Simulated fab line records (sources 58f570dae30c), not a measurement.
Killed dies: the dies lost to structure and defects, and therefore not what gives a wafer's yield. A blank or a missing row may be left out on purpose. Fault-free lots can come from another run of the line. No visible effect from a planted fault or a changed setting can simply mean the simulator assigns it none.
The tool behind it: which one? / flow berkeley cmos170 / Sampling: 13 lots, 39 wafers, 2 of 331 route steps

## WHAT THE GAUGES READ, wafer by wafer
UCB170_GATE_CD_MEAS_12: the cd target is 350 nm.
lot=L775; measured=day 6 20:37; on=cd sem-02; cd nm (nm)=349.8 350.0 349.6
lot=L773; measured=day 6 20:52; on=cd sem-01; cd nm (nm)=350.5 350.5 350.1
lot=L776; measured=day 7 02:08; on=cd sem-01; cd nm (nm)=351.1 350.7 350.3
lot=L777; measured=day 7 21:53; on=cd sem-02; cd nm (nm)=350.9 351.9 351.7
lot=L781; measured=day 8 06:42; on=cd sem-01; cd nm (nm)=344.3 344.8 345.1
lot=L779; measured=day 8 07:17; on=cd sem-01; cd nm (nm)=351.6 350.4 349.6
lot=L786; measured=day 9 21:43; on=cd sem-02; cd nm (nm)=279.6 279.1 279.4 279.5 279.4 279.3
lot=L787; measured=day 10 12:32; on=cd sem-01; cd nm (nm)=349.8 351.8 350.0
lot=L792; measured=day 11 12:47; on=cd sem-02; cd nm (nm)=350.2 350.7 350.3
lot=L793; measured=day 11 13:31; on=cd sem-02; cd nm (nm)=350.1 350.7 349.7
lot=L796; measured=day 12 02:40; on=cd sem-01; cd nm (nm)=347.9 348.0 348.3
lot=L795; measured=day 12 03:00; on=cd sem-02; cd nm (nm)=348.9 349.3 349.2
lot=L794; measured=day 12 03:04; on=cd sem-02; cd nm (nm)=349.3 350.2 349.0

## WHAT TOOL EACH LOT RAN ON (gives the tool, then ch and the chambers of the sampled wafers, and finally the start)
lot=L775; UCB170_GATE_EXPOSE_09=krf scanner-01 ch 0, day 6 20:03
lot=L773; UCB170_GATE_EXPOSE_09=krf scanner-02 ch 0, day 6 20:23
lot=L776; UCB170_GATE_EXPOSE_09=krf scanner-02 ch 0, day 7 01:45
lot=L777; UCB170_GATE_EXPOSE_09=krf scanner-02 ch 0, day 7 21:29
lot=L781; UCB170_GATE_EXPOSE_09=krf scanner-01 ch 0, day 8 05:58
lot=L779; UCB170_GATE_EXPOSE_09=krf scanner-02 ch 0, day 8 06:28
lot=L786; UCB170_GATE_EXPOSE_09=krf scanner-01 ch 0, day 9 20:58
lot=L787; UCB170_GATE_EXPOSE_09=krf scanner-01 ch 0, day 10 12:09
lot=L792; UCB170_GATE_EXPOSE_09=krf scanner-01 ch 0, day 11 12:11
lot=L793; UCB170_GATE_EXPOSE_09=krf scanner-01 ch 0, day 11 12:31
lot=L796; UCB170_GATE_EXPOSE_09=krf scanner-01 ch 0, day 12 02:02
lot=L795; UCB170_GATE_EXPOSE_09=krf scanner-02 ch 0, day 12 02:20
lot=L794; UCB170_GATE_EXPOSE_09=krf scanner-01 ch 0, day 12 02:31
- UCB170_GATE_EXPOSE_09: exposes mask POLY, target cd 350 nm.

## WHAT THE TOOLS THEMSELVES READ (means of the sampled wafers that have a number; where no wafer has one, the mark that the record gives instead)
The record holds no such reading with a usual standard deviation.

## THE ANSWER, worked out from the rows above alone
Rule: what is usual is taken from the lots themselves. Put in order of their means at a reading, lots are off if they are a third of the lots or fewer, leave a main group of 4 or more, and stand apart from it by a gap of 3 or more times the standard deviation of the main group's means; of several such gaps the widest counts. The tables above print the reading to a certain number of digits; a main group whose means all agree to those digits is not used. Also off: a lot with no number at a reading for which 4 or more lots have one. Where the step has rows for the other lots, those lots are counted as sound. First the gauges in route order, then the tools' own readings, where a lot's mean is used as printed above. The first step at which some lot is off is used, and at that step the reading that is off furthest; a lot without a number counts as furthest.
Off, at UCB170_GATE_CD_MEAS_12 on cd nm: L786. The main group has a mean of 349.6 nm with a standard deviation of 1.7.
A tool fits if, at a process step before that reading, it ran every lot that is off, and no sound lot after the first of them. Gauges at UCB170_GATE_CD_MEAS_12: tried the same way as those tools. None of those tried fits.

## WHAT WAS PUT IN BY THE SIMULATOR
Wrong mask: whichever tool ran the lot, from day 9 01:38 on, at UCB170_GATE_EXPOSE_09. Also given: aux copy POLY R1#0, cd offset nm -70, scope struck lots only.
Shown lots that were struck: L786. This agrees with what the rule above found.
